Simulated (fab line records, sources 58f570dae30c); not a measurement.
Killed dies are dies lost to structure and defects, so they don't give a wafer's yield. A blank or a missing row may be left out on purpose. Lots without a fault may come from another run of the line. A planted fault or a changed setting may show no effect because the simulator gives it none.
One fault seen from 2 desks | flow berkeley_cmos170 | each desk has only its own numbers; what lay behind them comes last

THE METROLOGY DESK
What the gauges read, lot by lot, whatever tool the lot ran on: means of the sampled wafers that have a number. A lot is out of limits, marked OUT, if its mean lies more than 4 standard deviations from the usual mean; the brackets give that distance.
Columns: A = cd_nm at UCB170_PSD_CD_MEAS_06, usual 1200.3 nm; B = SILICIDE_TI_RS at UCB170_SILICIDE_RS_MEAS_02, usual 26.2 ohm/sq; C = SILICIDE_TI_THK at UCB170_SILICIDE_THK_MEAS_03, usual 29.3 nm; D = cd_nm at UCB170_CONTACT_CD_MEAS_90, usual 700.1 nm
lot  | first seen here | A      | B              | C               | D
L614 | day 7 17:01     | 1201.6 | 25.8           | 29.5            | 699.7
L618 | day 8 01:08     | 1201.8 | 26.0           | 29.4            | 699.9
L616 | day 8 01:47     | 1199.8 | 26.1           | 29.2            | 700.4
L617 | day 8 02:14     | 1201.1 | 26.2           | 29.5            | 701.2
L619 | day 9 11:37     | 1201.5 | 25.8           | 29.5            | 700.5
L620 | day 9 12:19     | 1198.8 | 25.9           | 29.6            | 699.0
L625 | day 10 02:33    | 1202.8 | 26.8           | 28.6            | 700.0
L627 | day 10 17:58    | 1200.4 | 30.0 (+10) OUT | 26.9 (-6.4) OUT | 699.1
L629 | day 10 18:16    | 1199.7 | 26.0           | 29.5            | 701.1
L630 | day 11 09:44    | 1198.2 | 26.1           | 29.4            | 698.2
L633 | day 11 22:32    | 1200.6 | 25.6           | 29.9            | 703.0
L631 | day 11 22:42    | 1200.6 | 26.1           | 29.5            | 699.3
L636 | day 12 16:19    | 1201.9 | 26.0           | 29.6            | 699.3
This desk's finding: out of limits on L627; first on L627, day 10 21:50 (SILICIDE_TI_RS at UCB170_SILICIDE_RS_MEAS_02). In limits: L614, L618, L616, L617, L619, L620, L625, L629, L630, L633, L631, L636.

THE TOOL OWNER'S DESK: pvd_sputter-01
The tool's own readings at UCB170_SILICIDE_SPUTTER_01 (material Ti, target thk 30 nm, time 25 s): means of the sampled wafers that have a number, for each lot that ran on this tool. A lot is out of limits, marked OUT, if its mean lies more than 4 standard deviations from the usual mean; the brackets give that distance.
Columns: A = throttle_valve_pct at UCB170_SILICIDE_SPUTTER_01, usual 29.4 %
lot  | first seen here | A
L614 | day 7 21:29     | 29.4
L625 | day 10 07:21    | 29.3
L627 | day 10 21:45    | 29.5
This desk's finding: nothing out of limits on any of the 3 lots.

PUT TOGETHER
The metrology desk could have raised an alarm at day 10 21:50, on L627.
The tool owner's desk saw nothing out of limits.
The tool owner's desk has L627 on record, within its limits.
Of the lots named, all ran UCB170_SILICIDE_SPUTTER_01 on pvd_sputter-01.

WHAT THE SIMULATOR HAD PUT IN
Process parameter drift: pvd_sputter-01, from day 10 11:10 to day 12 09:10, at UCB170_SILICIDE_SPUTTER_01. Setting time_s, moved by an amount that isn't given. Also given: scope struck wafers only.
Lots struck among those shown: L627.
Hours from the fault's start to each desk's first reading out of limits: the metrology desk, 11.
